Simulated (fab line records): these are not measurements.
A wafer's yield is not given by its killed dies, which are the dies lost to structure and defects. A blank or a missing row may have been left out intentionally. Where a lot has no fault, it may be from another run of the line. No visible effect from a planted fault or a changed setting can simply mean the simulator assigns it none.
Problem report in the 8D (eight disciplines) form, filled by code / flow berkeley-cmos170 / the parts of the form that need people (team, actions taken, sign-off) are left out

## 1. WHAT WENT WRONG
Wafers free of any fault read 2 nm (standard deviation 6.2) for NLDD_OVL at UCB170_NLDD_OVL_MEAS_07, against a mean of 319 nm on 9 wafers of 3 lots. That puts it +51 standard deviations away from the usual mean.
First seen on wafer L874.2, day 11 08:47, on overlay-02. At this step, 45 wafers from 15 lots have a number in the record. Rule for "out" (also "out of limits"): further than 4 standard deviations from the usual mean. The other wafers with a number count as sound.

## 2. WHAT IT IS, WHAT IT ISN'T
question=which readings at this step; is=NLDD_OVL; is not=-
question=which lots; is=L874, L875, L876; is not=L856, L857, L859, L860, L861, L862, L863, L864, L866, L867, L868, L869
question=which wafers of those lots; is=all that have a number; is not=-
question=read on which gauges; is=overlay-02; is not=overlay-01
question=when; is=from day 11 08:47; is not=up to then (36 sound wafers)

## 3. WHAT RULES OUT EACH SUSPECT
Counting: a tool at any process step up to the reading remains a suspect when it ran all the lots that are out and ran no sound lot after the first of those.
- the gauge at UCB170_NLDD_OVL_MEAS_07: kept. All the wafers that are out were read on overlay-02, and no step on other tools shows them out.
- krf-scanner-01 at UCB170_NLDD_EXPOSE_03 (exposes mask NSELECT, target cd 1200 nm): kept. It processed each lot that is out, first L874 at day 11 08:12, and no sound lot thereafter; up to then, the last sound lot it processed was L868 at day 9 23:26.
What counting leaves: krf-scanner-01 at UCB170_NLDD_EXPOSE_03 and overlay-02 at UCB170_NLDD_OVL_MEAS_07.

## 4. THE CAUSE (what the simulator had put in)
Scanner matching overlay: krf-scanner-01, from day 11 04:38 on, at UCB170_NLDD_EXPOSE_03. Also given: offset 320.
Counting left 2 suspects, and this tool is among them.

## 5. THE CHAIN OF EFFECTS, in route order
Rows list readings where the struck wafers' mean (over those with a number) sits beyond 3 standard deviations from the usual. Readings are gone through only where the record gives a usual standard deviation; hours: the median, over the lots, of the time from a lot's start at the first step in this table giving one to that lot's start at this step; sigmas: the change measured in usual standard deviations.
hours=0; step=UCB170_NLDD_OVL_MEAS_07; reading=NLDD_OVL; usual=2 nm; on struck wafers=319; change=+317; sigmas=+51
Later measuring or inspecting steps at which every struck wafer that the step has a row for has a number for every such reading, and none has moved that far: UCB170_SPACER_THK_MEAS_01.

## 6. HOW IT WOULD HAVE BEEN CAUGHT EARLIER
4 hours passed between the start of the fault at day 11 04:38 and the first reading out of limits at a measuring or inspecting step in this record, taken at day 11 08:47.
An alarm limit of 4 standard deviations would not have fired on the tool readings at UCB170_NLDD_EXPOSE_03 for which the record gives a usual standard deviation, since none of them was out on any struck wafer.
Among the 3 lots that are out, L876 began UCB170_NLDD_EXPOSE_03 on krf-scanner-01 after day 11 08:47. A hold on the tool at that time would have spared it.
